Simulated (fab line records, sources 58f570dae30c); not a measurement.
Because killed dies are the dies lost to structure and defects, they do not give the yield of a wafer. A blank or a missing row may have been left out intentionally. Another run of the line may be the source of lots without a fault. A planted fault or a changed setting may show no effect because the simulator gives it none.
Matching of chambers :: flow berkeleyCmos170 :: 4 sister chambers for UCB170_SPACER_ETCHBACK_03 on rieDiel-03
The step etches SiO2 in CHF3/CF4/Ar, stops on Si, target depth 376 nm, time 100 s. 8 wafers are shown with their chamber, then 6 later ones without.

## WAFERS, EACH WITH ITS CHAMBER
wafer: L768.5
chamber: 0
throttleValvePct (%): 6.51
drypumpMotorCurrentA (A): 5.7

wafer: L771.2
chamber: 0
throttleValvePct (%): 6.48
drypumpMotorCurrentA (A): 5.7

wafer: L771.6
chamber: 1
throttleValvePct (%): 6.44
drypumpMotorCurrentA (A): 5.2

wafer: L774.3
chamber: 1
throttleValvePct (%): 6.44
drypumpMotorCurrentA (A): 5.1

wafer: L774.4
chamber: 2
throttleValvePct (%): 6.29
drypumpMotorCurrentA (A): 5.3

wafer: L774.6
chamber: 3
throttleValvePct (%): 6.49
drypumpMotorCurrentA (A): 4.9

wafer: L777.2
chamber: 3
throttleValvePct (%): 6.47
drypumpMotorCurrentA (A): 4.9

wafer: L777.3
chamber: 2
throttleValvePct (%): 6.29
drypumpMotorCurrentA (A): 5.4

## WAFERS WHOSE CHAMBER IS MISSING
wafer: L777.4
throttleValvePct (%): 6.45
drypumpMotorCurrentA (A): 5.1

wafer: L781.3
throttleValvePct (%): 6.47
drypumpMotorCurrentA (A): 4.9

wafer: L781.4
throttleValvePct (%): 6.50
drypumpMotorCurrentA (A): 5.7

wafer: L781.5
throttleValvePct (%): 6.29
drypumpMotorCurrentA (A): 5.4

wafer: L788.1
throttleValvePct (%): 6.50
drypumpMotorCurrentA (A): 5.7

wafer: L788.6
throttleValvePct (%): 6.44
drypumpMotorCurrentA (A): 5.1

## THE CHAMBER EACH PASSED THROUGH
wafer: L777.4
from the rows above: 1
in truth: 1

wafer: L781.3
from the rows above: 3
in truth: 3

wafer: L781.4
from the rows above: 0
in truth: 0

wafer: L781.5
from the rows above: 2
in truth: 2

wafer: L788.1
from the rows above: 0
in truth: 0

wafer: L788.6
from the rows above: 1
in truth: 1
Correctly placed: 6 of 6. From these rows, 0 cannot be placed. Wrongly placed: 0.
How it was worked out, from the rows above alone: a wafer's distance from a chamber is the root of the sum, over the readings, of the square of ((its reading less the chamber's mean) divided by the reading's scatter). If the next closest chamber is less than 2 further off than the closest, the wafer can't be placed; otherwise it belongs to the closest. For every chamber, the mean is computed from those of its wafers that are shown. How the scatter is found: for the shown wafers, subtract from each reading the mean of its chamber, square and add these, divide the total by (wafers less chambers), then take the root.
